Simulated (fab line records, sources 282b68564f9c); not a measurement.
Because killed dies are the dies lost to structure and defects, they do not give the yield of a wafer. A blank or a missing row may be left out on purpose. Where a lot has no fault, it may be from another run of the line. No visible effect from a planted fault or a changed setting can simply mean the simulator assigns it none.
Struck lot and sound lot, side by side | flow rit cmos | 43 steps out of a route of 202
Sound: these wafers, L961.2, L961.3, L961.4. Struck: wafer L971.2 (left out: L971.1, L971.3 of the same lot, which were not struck); the cause appears at the end.
At each step with rows: each side's tool, then ch and its chambers, then its first start. Under that, the readings that differ: sound wafers | struck wafers | difference of the means | sigmas: that difference in standard deviations of wafers without a fault.
alike: words and numbers the same on both sides, and readings whose means are apart by under 2 such deviations; not compared: readings that were withheld, readings missing a value for some wafer, numbers with overlapping values and no deviation given by the record, and bounds like >300 which may hide the same value.
A row with sigmas, a row that says differs or no value, or rows on one side alone: a step with any of these is where the two part. Numbers that have no deviation but don't overlap get no sigmas and don't part them. A reading that every wafer of one side lacks parts them only if that side has two wafers or more.

first, 1 step without rows for these wafers: RIT_NWELL_IMPLANT_08.
RIT_NWELL_STRIP_09: strips in O2, time 180 s.
  sound on plasma asher-02 ch 0,1, day 3 08:20; struck on plasma asher-04 ch 1, day 5 11:16
  alike: drypump motor current A
  not compared: rf hours counter h
RIT_NWELL_TW_MEAS_10:
  sound: film metro-03 at day 3 08:32; struck: film metro-04 at day 5 11:26
  alike: NWELL_TW
then, 6 steps without rows for these wafers: RIT_PWELL_HMDS_00 (prime time 60 s); RIT_PWELL_COAT_01 (resist thk 1300 nm); RIT_PWELL_SOFTBAKE_02 (time 60 s); RIT_PWELL_EXPOSE_03 (exposes mask M3, target cd 43700 nm); RIT_PWELL_PEB_04; RIT_PWELL_DEVELOP_05 (develop time 68 s).
RIT_PWELL_OVL_MEAS_06:
  sound: overlay-01 at day 3 09:37; struck: overlay-02 at day 5 12:22
  alike: PWELL_OVL
then, 2 steps without rows for these wafers: RIT_PWELL_HARDBAKE_07 (time 120 s); RIT_PWELL_IMPLANT_08.
RIT_PWELL_STRIP_09: strips in O2, time 180 s.
  sound on plasma asher-03 ch 0,1, day 3 10:03; struck on plasma asher-02 ch 0, day 5 12:49
  alike: drypump motor current A
  not compared: rf hours counter h
RIT_PWELL_TW_MEAS_10:
  sound: film metro-03 at day 3 10:14; struck: film metro-03 at day 5 12:59
  alike: PWELL_TW
then, 1 step without rows for these wafers: RIT_WELLDRIVE_ANNEAL_00 (time 14700 s).
RIT_WELLDRIVE_RS_MEAS_01: measures by four-point-probe.
  sound: film metro-04 at day 3 15:23; struck: film metro-04 at day 5 18:07
  alike: NWELL_RS
RIT_WELLDRIVE_RS_MEAS_02: measures by four-point-probe.
  sound: film metro-04 at day 3 15:30; struck: film metro-04 at day 5 18:14
  alike: PWELL_RS
then, 6 steps without rows for these wafers: RIT_NRETRO_HMDS_00 (prime time 60 s); RIT_NRETRO_COAT_01 (resist thk 1300 nm); RIT_NRETRO_SOFTBAKE_02 (time 60 s); RIT_NRETRO_EXPOSE_03 (exposes mask M4, target cd 43900 nm); RIT_NRETRO_PEB_04; RIT_NRETRO_DEVELOP_05 (develop time 68 s).
RIT_NRETRO_OVL_MEAS_06:
  sound: overlay-01 at day 3 16:29; struck: overlay-02 at day 5 19:22
  alike: NRETRO_OVL
then, 2 steps without rows for these wafers: RIT_NRETRO_HARDBAKE_07 (time 120 s); RIT_NRETRO_IMPLANT_08.
RIT_NRETRO_STRIP_09: strips in O2, time 180 s.
  sound on plasma asher-04 ch 0,1, day 3 16:55; struck on plasma asher-01 ch 0, day 5 19:49
  reading                     | sound       | struck | difference | sigmas
  drypump motor current A (A) | 5.0 5.4 5.0 | 6.3    | +1.2       | +3
  not compared: rf hours counter h
RIT_NRETRO_TW_MEAS_10:
  sound: film metro-04 at day 3 17:06; struck: film metro-01 at day 5 19:59
  alike: NRETRO_TW
then, 6 steps without rows for these wafers: RIT_PRETRO_HMDS_00 (prime time 60 s); RIT_PRETRO_COAT_01 (resist thk 1300 nm); RIT_PRETRO_SOFTBAKE_02 (time 60 s); RIT_PRETRO_EXPOSE_03 (exposes mask M5, target cd 43700 nm); RIT_PRETRO_PEB_04; RIT_PRETRO_DEVELOP_05 (develop time 68 s).
RIT_PRETRO_OVL_MEAS_06:
  sound: overlay-01 at day 3 18:13; struck: overlay-02 at day 5 21:06
  alike: PRETRO_OVL
then, 2 steps without rows for these wafers: RIT_PRETRO_HARDBAKE_07 (time 120 s); RIT_PRETRO_IMPLANT_08.
RIT_PRETRO_STRIP_09: strips in O2, time 180 s.
  sound on plasma asher-03 ch 0,1, day 3 18:39; struck on plasma asher-04 ch 1, day 5 21:32
  reading                     | sound       | struck | difference | sigmas
  drypump motor current A (A) | 6.0 5.5 6.0 | 5.0    | -0.8       | -2
  not compared: rf hours counter h
RIT_PRETRO_TW_MEAS_10:
  sound: film metro-03 at day 3 18:50; struck: film metro-03 at day 5 21:43
  alike: PRETRO_TW
then, 3 steps without rows for these wafers: RIT_GATE_WET_ETCH_00 (etches SiO2 in BOE, target depth 56 nm, time 60 s); RIT_GATE_CLEAN_01 (cleans in SC1, time 600 s); RIT_GATE_CLEAN_02 (cleans in dHF, time 30 s).
RIT_M1_PROBE_99:
  sound: prober-01 at day 4 19:30; struck: prober-01 at day 6 22:56
  reading             | sound | struck | difference | sigmas
  killed at front end | 5 6 6 | 34     | +28        | +10
  killed dies         | 5 6 6 | 34     | +28        | +10
  alike: killed at contacts, killed open, killed short

== WHERE THEY PART ==
At RIT_NRETRO_STRIP_09 first; at RIT_M1_PROBE_99 last (within this record only).

WHY: what had been put in by the simulator
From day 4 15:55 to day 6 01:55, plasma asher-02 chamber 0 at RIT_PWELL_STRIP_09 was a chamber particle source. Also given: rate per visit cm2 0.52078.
